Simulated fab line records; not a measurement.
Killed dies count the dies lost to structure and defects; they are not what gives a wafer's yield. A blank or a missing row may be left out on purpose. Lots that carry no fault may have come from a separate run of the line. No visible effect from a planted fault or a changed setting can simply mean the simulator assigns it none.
Split-lot experiment | flow ritCmos | route with 202 steps; 5 lots, 23 wafers read

ABOUT THE SPLIT
At RIT_ACTIVE_DEVELOP_10 (develop time 50 s), the setting developTimeS was moved away from the recipe's 50 s on 8 of the 23 wafers read, by -13.5% to -3.9%. This setting was run at the recipe's value on the other wafers.

FROM THE SPLIT TO THE READING: what the file shows between them, 4 steps
- RIT_ACTIVE_CD_MEAS_11: target cd 1400 nm
- RIT_ACTIVE_HARDBAKE_12: time 60 s
- RIT_ACTIVE_ETCH_13: etches Si3N4 in SF6, stops on SiO2, time 210 s, target depth 210 nm
- RIT_ACTIVE_STRIP_14: strips in O2, time 180 s

THE READING
cdNm, in nm, at RIT_ACTIVE_CD_MEAS_90 (target cd 1400 nm). A value of 1399.9 nm with a standard deviation of 1.9 nm is what fault-free wafers of this fab line usually give.

wafer  | tool, chamber at the split | developTimeS as run, s | against the recipe | cdNm, nm | against lot-mates on the recipe
L074.2 | lithoTrack-01, 0           | 50                     | recipe             | 1402.2   | -
L074.3 | lithoTrack-01, 0           | 50                     | recipe             | 1402.6   | -
L074.4 | lithoTrack-01, 0           | 50                     | recipe             | 1402.8   | -
L074.5 | lithoTrack-01, 0           | 50                     | recipe             | 1399.7   | -
L074.6 | lithoTrack-01, 0           | 50                     | recipe             | 1400.3   | -
L075.2 | lithoTrack-03, 0           | 43.24                  | -13.5%             | 1415.6   | +15.1
L075.3 | lithoTrack-03, 0           | 50                     | recipe             | 1400.0   | -
L075.4 | lithoTrack-03, 0           | 43.24                  | -13.5%             | 1417.4   | +16.9
L075.5 | lithoTrack-03, 0           | 43.24                  | -13.5%             | 1416.9   | +16.4
L075.6 | lithoTrack-03, 0           | 50                     | recipe             | 1401.0   | -
L080.1 | lithoTrack-04, 0           | 45.07                  | -9.9%              | 1410.5   | +10.6
L080.3 | lithoTrack-04, 0           | 45.07                  | -9.9%              | 1409.7   | +9.8
L080.4 | lithoTrack-04, 0           | 50                     | recipe             | 1400.2   | -
L080.5 | lithoTrack-04, 0           | 50                     | recipe             | 1400.0   | -
L080.6 | lithoTrack-04, 0           | 50                     | recipe             | 1399.6   | -
L081.1 | lithoTrack-03, 0           | 50                     | recipe             | 1401.2   | -
L081.3 | lithoTrack-03, 0           | 50                     | recipe             | 1398.1   | -
L081.6 | lithoTrack-03, 0           | 50                     | recipe             | 1402.3   | -
L083.1 | lithoTrack-03, 0           | 48.06                  | -3.9%              | 1402.3   | +2.1
L083.3 | lithoTrack-03, 0           | 48.06                  | -3.9%              | 1403.7   | +3.5
L083.4 | lithoTrack-03, 0           | 50                     | recipe             | 1402.2   | -
L083.5 | lithoTrack-03, 0           | 50                     | recipe             | 1398.2   | -
L083.6 | lithoTrack-03, 0           | 48.06                  | -3.9%              | 1402.2   | +2.0

FIT RESULTS
A straight line over all 23 wafers: cdNm changes by -1.12 nm for each +1% of developTimeS; r = -0.96; the points scatter about the line by 1.6 nm.
The same after taking each lot's own level away (the mean of its wafers on the recipe; 23 wafers): -1.15 nm for each +1%; r = -0.97; scatter 1.4 nm.
That fit puts the effect of the largest move of developTimeS on the reading at 16 nm.
Measured against the standard deviation above, the lots' own levels, which go from 1399.93 to 1401.52 nm, span 0.8 times it.
Consequently the slope shifts little with the lot-to-lot level, the two slopes agreeing.
Check: with one of the wafers moved furthest among these (-13.5%) left out of the fit, the line predicts +15.3 nm for it against its lot-mates. It came out at +15.1 nm against them.

OTHER SPLITS APPLIED TO THESE WAFERS
Note: prior to the reading, these wafers also went through further splits. Each is held against what the fit with the lots' levels taken away leaves over:
other split on the same wafers | wafers away from the commonest value | r with cdNm (lot level and that fit taken away)
RIT_ACTIVE_CVD_03 tempC        | 15                                   | +0.37

THE WHOLE CHAIN: every reading that the file lists as answering this split, in the file's order
step                  | what it does                                                        | reading                                                      | change (the file's fit)              | r (the file's)
RIT_ACTIVE_CD_MEAS_11 | target cd 1400 nm                                                   | cdNm                                                         | -1.11 nm for each +1% of the setting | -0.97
RIT_ACTIVE_ETCH_13    | etches Si3N4 in SF6, stops on SiO2, time 210 s, target depth 210 nm | ACTIVE.cdNm (the simulator's own value, which no gauge read) | -1.11 nm for each +1% of the setting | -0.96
RIT_ACTIVE_CD_MEAS_90 | target cd 1400 nm                                                   | cdNm                                                         | -1.11 nm for each +1% of the setting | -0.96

FILE'S OWN FIT
cdNm changes by -1.11 nm for each +1% of developTimeS, r = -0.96.
